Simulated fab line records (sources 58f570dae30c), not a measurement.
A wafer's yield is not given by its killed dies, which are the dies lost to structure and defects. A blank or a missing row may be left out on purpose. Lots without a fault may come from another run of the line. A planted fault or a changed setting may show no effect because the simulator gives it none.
The tool behind it: which one? -- flow berkeleyCmos170 -- 18 wafers from 6 lots sampled at 2 of the route's 331 steps

## WHAT THE GAUGES SHOWED, per wafer
UCB170_V2_CD_MEAS_90: the cd target is 700 nm.
lot,measured,on,cdNm (nm)
L404,day 9 03:06,cdSem-02,698.3 698.9 698.7
L406,day 9 14:13,cdSem-01,699.0 698.9 698.0
L410,day 10 06:09,cdSem-01,700.3 700.0 699.6
L414,day 11 04:35,cdSem-01,699.2 698.7 701.6
L415,day 11 21:12,cdSem-01,699.9 701.3 698.9
L426,day 14 08:43,cdSem-01,698.8 699.1 699.7

## WHAT TOOL EACH LOT RAN ON (gives the tool, then ch and the chambers of the sampled wafers, and finally the start)
lot,UCB170_V2_CMP_02
L404,"cmp-01 ch 0,1, day 9 00:34"
L406,"cmp-01 ch 0,1,3, day 9 12:15"
L410,"cmp-01 ch 1,2,3, day 10 03:30"
L414,"cmp-02 ch 0,3, day 11 02:34"
L415,"cmp-01 ch 1,3, day 11 19:09"
L426,"cmp-02 ch 0,1,2, day 14 06:07"
- UCB170_V2_CMP_02: polishes SiO2.

## THE ANSWER, worked out from the rows above alone
Rule: what is usual is taken from the lots themselves. The widest of any qualifying gaps counts: lots, ordered by their means at a reading, are off when they make up no more than a third of the lots, leave a main group of 4 or more, and stand apart from it by 3 or more times the standard deviation of that group's means. Not used: any main group whose means are identical at the precision the tables above print for the reading. Also off: a lot with no number at a reading for which 4 or more lots have one. Where the step has rows for the other lots, those lots are counted as sound.
No lot is off on any of the readings shown, so nothing can be concluded from this.

## WHAT THE SIMULATOR HAD PUT IN
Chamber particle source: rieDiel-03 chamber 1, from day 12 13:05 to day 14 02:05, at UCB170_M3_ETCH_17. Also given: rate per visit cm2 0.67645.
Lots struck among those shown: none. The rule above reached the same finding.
